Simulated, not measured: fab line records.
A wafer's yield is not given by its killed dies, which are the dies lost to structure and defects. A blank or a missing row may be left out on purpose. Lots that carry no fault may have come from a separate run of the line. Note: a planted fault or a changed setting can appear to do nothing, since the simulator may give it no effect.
What tool caused it? | flow rit_cmos | 14 lots, 42 wafers sampled, at 3 steps of a route of 202

== WHAT THE GAUGES READ, wafer by wafer ==
RIT_M1_RS_MEAS_01: the measuring method here is four-point-probe.
lot  | measured    | on            | M1_AL_RS (ohm/sq)
L211 | day 3 05:57 | film_metro-02 | 0.0741 0.0742 0.0747
L212 | day 3 12:32 | film_metro-03 | 0.0728 0.0725 0.0727
L213 | day 3 17:34 | film_metro-02 | 0.0738 0.0737 0.0737
L214 | day 3 22:14 | film_metro-04 | 0.0740 0.0741 0.0739
L215 | day 4 02:26 | film_metro-02 | 0.0734 0.0736 0.0732
L216 | day 4 07:32 | film_metro-02 | 0.0738 0.0735 0.0735
L217 | day 4 10:52 | film_metro-04 | 0.0725 0.0723 0.0724
L218 | day 4 15:50 | film_metro-03 | 0.0745 0.0740 0.0740
L219 | day 4 22:24 | film_metro-02 | 0.0730 0.0718 0.0722
L222 | day 5 12:20 | film_metro-04 | 0.0818 0.0735 0.0740
L226 | day 6 12:48 | film_metro-04 | 0.0740 0.0744 0.0822
L230 | day 7 08:53 | film_metro-03 | 0.0732 0.0731 0.0727
L232 | day 7 17:11 | film_metro-02 | 0.0731 0.0730 0.0733
L234 | day 8 00:49 | film_metro-03 | 0.0733 0.0737 0.0735

RIT_M1_THK_MEAS_02: measures by xrf.
lot  | measured    | on            | M1_AL_THK (nm)
L211 | day 3 06:02 | film_metro-02 | 393 392 389
L212 | day 3 12:38 | film_metro-03 | 399 401 399
L213 | day 3 17:40 | film_metro-02 | 396 396 395
L214 | day 3 22:22 | film_metro-04 | 394 393 394
L215 | day 4 02:32 | film_metro-02 | 396 395 396
L216 | day 4 07:38 | film_metro-02 | 393 396 394
L217 | day 4 10:58 | film_metro-04 | 397 403 405
L218 | day 4 15:56 | film_metro-03 | 391 392 390
L219 | day 4 22:31 | film_metro-02 | 399 403 403
L222 | day 5 12:28 | film_metro-04 | 355 396 393
L226 | day 6 12:55 | film_metro-04 | 393 389 356
L230 | day 7 08:59 | film_metro-03 | 397 395 397
L232 | day 7 17:19 | film_metro-02 | 399 400 398
L234 | day 8 00:55 | film_metro-03 | 392 392 393

== EACH LOT AND THE TOOL THAT RAN IT (in order: tool; ch and the chambers of the sampled wafers; start) ==
lot  | RIT_M1_SPUTTER_00
L211 | pvd_sputter-02, day 3 05:35
L212 | pvd_sputter-03, day 3 12:12
L213 | pvd_sputter-02, day 3 17:15
L214 | pvd_sputter-03, day 3 21:57
L215 | pvd_sputter-04, day 4 02:07
L216 | pvd_sputter-02, day 4 07:12
L217 | pvd_sputter-04, day 4 10:33
L218 | pvd_sputter-02, day 4 15:31
L219 | pvd_sputter-04, day 4 22:07
L222 | pvd_sputter-02, day 5 12:02
L226 | pvd_sputter-02, day 6 12:31
L230 | pvd_sputter-04, day 7 08:34
L232 | pvd_sputter-03, day 7 16:54
L234 | pvd_sputter-04, day 8 00:28
- RIT_M1_SPUTTER_00: material Al, target thk 400 nm, time 500 s.

== WHAT THE TOOLS THEMSELVES READ (means of the sampled wafers that have a number; where no wafer has one, the mark that the record gives instead) ==
RIT_M1_SPUTTER_00.
lot  | tool           | cathode_dc_power_W (W) | substrate_temp_c (C) | throttle_valve_pct (%)
L211 | pvd_sputter-02 | 1999.8                 | 25.05                | 30.5
L212 | pvd_sputter-03 | 2000.4                 | 24.95                | 29.2
L213 | pvd_sputter-02 | 1999.8                 | 24.96                | 30.3
L214 | pvd_sputter-03 | 2000.0                 | 24.94                | 29.3
L215 | pvd_sputter-04 | 1999.7                 | 25.05                | 30.3
L216 | pvd_sputter-02 | 2000.7                 | 25.10                | 30.4
L217 | pvd_sputter-04 | 2000.3                 | 24.84                | 29.8
L218 | pvd_sputter-02 | 1999.8                 | 25.01                | 30.6
L219 | pvd_sputter-04 | 2000.0                 | 25.02                | 29.8
L222 | pvd_sputter-02 | 1999.9                 | 24.97                | 30.2
L226 | pvd_sputter-02 | 1999.8                 | 25.06                | 30.1
L230 | pvd_sputter-04 | 1999.7                 | 25.01                | 29.9
L232 | pvd_sputter-03 | 2000.1                 | 24.97                | 29.7
L234 | pvd_sputter-04 | 2000.1                 | 25.00                | 29.7

== THE ANSWER, worked out from the rows above alone ==
Rule: the lots themselves supply what counts as usual. Put in order of their means at a reading, lots are off if they are a third of the lots or fewer, leave a main group of 4 or more, and stand apart from it by a gap of 3 or more times the standard deviation of the main group's means; of several such gaps the widest counts. The tables above print the reading to a certain number of digits; a main group whose means all agree to those digits is not used. A lot without any number at a reading at which 4 lots or more have one is off too. Any other lot the step has rows for is counted as sound. After the gauges, taken in route order, come the tools' own readings; for these a lot's mean is taken, as printed above. The first step at which some lot is off is used, and at that step the reading that is off furthest; a lot without a number counts as furthest.
Off: L222, L226, at RIT_M1_RS_MEAS_01 (M1_AL_RS). Main group: mean 0.0734 ohm/sq, sd 0.00064.
If a tool, at a process step before that reading, ran all the lots that are off and no sound lot after the first of them, it fits. Gauges at RIT_M1_RS_MEAS_01: tried the same way as those tools. This does not decide it: 2 tools fit, namely pvd_sputter-02 at RIT_M1_SPUTTER_00 and film_metro-04 at RIT_M1_RS_MEAS_01.

== WHAT WAS PUT IN BY THE SIMULATOR ==
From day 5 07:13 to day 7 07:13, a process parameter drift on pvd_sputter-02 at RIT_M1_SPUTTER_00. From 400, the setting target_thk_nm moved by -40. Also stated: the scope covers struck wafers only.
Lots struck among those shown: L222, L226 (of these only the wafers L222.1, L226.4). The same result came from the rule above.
